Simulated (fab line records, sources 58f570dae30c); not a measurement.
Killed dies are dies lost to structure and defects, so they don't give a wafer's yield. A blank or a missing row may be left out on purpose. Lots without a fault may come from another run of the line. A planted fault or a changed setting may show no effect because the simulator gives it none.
Split-lot experiment | flow berkeley_cmos170 | 5 lots, 23 wafers read, on a route of 331 steps

THE SPLIT
At UCB170_SILICIDE_SPUTTER_01 (material Ti, target thk 30 nm, time 25 s), the setting chamber_pressure_pa was moved away from the recipe's 0.5 Pa on 20 of the 23 wafers read, by -12.5% to +12.7%. The other wafers ran this setting at the recipe's value.

The reading is taken at the split's own step.

THE READING
Ti_of_SILICIDE_SPUTTER_01.thk_nm (the simulator's own value, which no gauge read), in nm, at UCB170_SILICIDE_SPUTTER_01 (material Ti, target thk 30 nm, time 25 s). The file gives no usual value for it. The 3 wafers here that ran the recipe average 30.09 nm, standard deviation 0.12 nm.

wafer  | tool, chamber at the split | chamber_pressure_pa as run, Pa | against the recipe | Ti_of_SILICIDE_SPUTTER_01.thk_nm, nm | against lot-mates on the recipe
L074.1 | pvd_sputter-04, -          | 0.5635                         | +12.7%             | 29.6                                 | no lot-mate on the recipe
L074.2 | pvd_sputter-04, -          | 0.5635                         | +12.7%             | 29.62                                | no lot-mate on the recipe
L074.4 | pvd_sputter-04, -          | 0.5635                         | +12.7%             | 29.53                                | no lot-mate on the recipe
L074.5 | pvd_sputter-04, -          | 0.5635                         | +12.7%             | 29.68                                | no lot-mate on the recipe
L074.6 | pvd_sputter-04, -          | 0.5635                         | +12.7%             | 29.74                                | no lot-mate on the recipe
L079.2 | pvd_sputter-02, -          | 0.5                            | recipe             | 29.93                                | -
L079.5 | pvd_sputter-02, -          | 0.5                            | recipe             | 30.14                                | -
L079.6 | pvd_sputter-02, -          | 0.5                            | recipe             | 30.21                                | -
L077.1 | pvd_sputter-04, -          | 0.4377                         | -12.5%             | 30.42                                | no lot-mate on the recipe
L077.2 | pvd_sputter-04, -          | 0.4377                         | -12.5%             | 30.46                                | no lot-mate on the recipe
L077.4 | pvd_sputter-04, -          | 0.4377                         | -12.5%             | 30.57                                | no lot-mate on the recipe
L077.5 | pvd_sputter-04, -          | 0.4377                         | -12.5%             | 30.49                                | no lot-mate on the recipe
L077.6 | pvd_sputter-04, -          | 0.4377                         | -12.5%             | 30.48                                | no lot-mate on the recipe
L083.1 | pvd_sputter-02, -          | 0.5197                         | +3.9%              | 29.76                                | no lot-mate on the recipe
L083.2 | pvd_sputter-02, -          | 0.5197                         | +3.9%              | 29.9                                 | no lot-mate on the recipe
L083.3 | pvd_sputter-02, -          | 0.5197                         | +3.9%              | 29.46                                | no lot-mate on the recipe
L083.4 | pvd_sputter-02, -          | 0.5197                         | +3.9%              | 29.59                                | no lot-mate on the recipe
L083.5 | pvd_sputter-02, -          | 0.5197                         | +3.9%              | 29.34                                | no lot-mate on the recipe
L082.2 | pvd_sputter-04, -          | 0.441                          | -11.8%             | 31.25                                | no lot-mate on the recipe
L082.4 | pvd_sputter-04, -          | 0.441                          | -11.8%             | 31.25                                | no lot-mate on the recipe
L082.3 | pvd_sputter-04, -          | 0.441                          | -11.8%             | 31.03                                | no lot-mate on the recipe
L082.5 | pvd_sputter-04, -          | 0.441                          | -11.8%             | 31.29                                | no lot-mate on the recipe
L082.6 | pvd_sputter-04, -          | 0.441                          | -11.8%             | 31.11                                | no lot-mate on the recipe

THE FIT
A straight line over all 23 wafers: Ti_of_SILICIDE_SPUTTER_01.thk_nm changes by -0.0536 nm for each +1% of chamber_pressure_pa; r = -0.86; the points scatter about the line by 0.34 nm.
Too few moved wafers have a lot-mate on the recipe to fit a line with each lot's own level taken away.

THE FILE'S OWN FIT
Ti_of_SILICIDE_SPUTTER_01.thk_nm changes by -0.0536 nm for each +1% of chamber_pressure_pa, r = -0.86.
